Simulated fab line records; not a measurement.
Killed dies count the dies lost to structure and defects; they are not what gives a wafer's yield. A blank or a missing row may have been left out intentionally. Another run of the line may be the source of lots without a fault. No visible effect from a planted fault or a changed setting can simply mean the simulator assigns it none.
Which tool is to blame? | flow ritCmos | 27 wafers from 9 lots sampled at 2 of the route's 202 steps

== WHAT THE GAUGES SHOWED, per wafer ==
RIT_SDANNEAL_RS_MEAS_04: a four-point-probe measurement. Usual: for PSD_RS the level is 115.90 ohm/sq and the standard deviation is 0.26.
lot  | measured    | on           | PSD_RS (ohm/sq)      | flag
L706 | day 3 02:03 | filmMetro-03 | 115.88 115.81 116.16 | 
L707 | day 3 06:16 | filmMetro-03 | 115.97 115.77 115.57 | 
L708 | day 3 12:16 | filmMetro-04 | 115.83 116.11 116.17 | 
L709 | day 3 18:51 | filmMetro-04 | 115.87 115.77 115.97 | 
L710 | day 3 22:43 | filmMetro-04 | 116.39 116.48 115.99 | 
L711 | day 4 03:21 | filmMetro-01 | 50.45 50.42 50.40    | OFF
L712 | day 4 08:02 | filmMetro-01 | 50.44 50.50 50.52    | OFF
L713 | day 4 15:13 | filmMetro-03 | 50.71 50.77 50.60    | OFF
L714 | day 5 00:01 | filmMetro-01 | 50.41 50.39 50.43    | OFF

== TOOL THAT RAN EACH LOT (tool first, then ch and the chambers of the sampled wafers, then the start) ==
lot  | RIT_PSD_IMPLANT_08
L706 | implanter-01 ch 0, day 3 01:14
L707 | implanter-03 ch 0, day 3 05:27
L708 | implanter-03 ch 0, day 3 11:26
L709 | implanter-02 ch 0, day 3 18:01
L710 | implanter-01 ch 0, day 3 21:53
L711 | implanter-02 ch 0, day 4 02:31
L712 | implanter-01 ch 0, day 4 07:15
L713 | implanter-01 ch 0, day 4 14:25
L714 | implanter-03 ch 0, day 4 23:13
- RIT_PSD_IMPLANT_08

== WHAT THE TOOLS THEMSELVES READ (means of the sampled wafers that have a number; where no wafer has one, the mark that the record gives instead) ==
The record holds no such reading with a usual standard deviation.

== THE ANSWER, worked out from the rows above alone ==
Rule: a lot counts as off when the mean over its wafers that have a number is more than 3 standard deviations away from the usual mean. Also off: a lot with no number at a reading for which 4 or more lots have one. Where the step has rows for the other lots, those lots are counted as sound. After the gauges, taken in route order, come the tools' own readings; for these a lot's mean is taken, as printed above. The first step at which some lot is off is used, and at that step the reading that is off furthest; a lot without a number counts as furthest.
Off: L711, L712, L713, L714, at RIT_SDANNEAL_RS_MEAS_04 (PSD_RS).
A tool fits if, at a process step before that reading, it ran every lot that is off, and no sound lot after the first of them. Those tools and the gauges at RIT_SDANNEAL_RS_MEAS_04 are tried in the same way. No candidate that was tried fits.

== WHAT THE SIMULATOR HAD INSERTED ==
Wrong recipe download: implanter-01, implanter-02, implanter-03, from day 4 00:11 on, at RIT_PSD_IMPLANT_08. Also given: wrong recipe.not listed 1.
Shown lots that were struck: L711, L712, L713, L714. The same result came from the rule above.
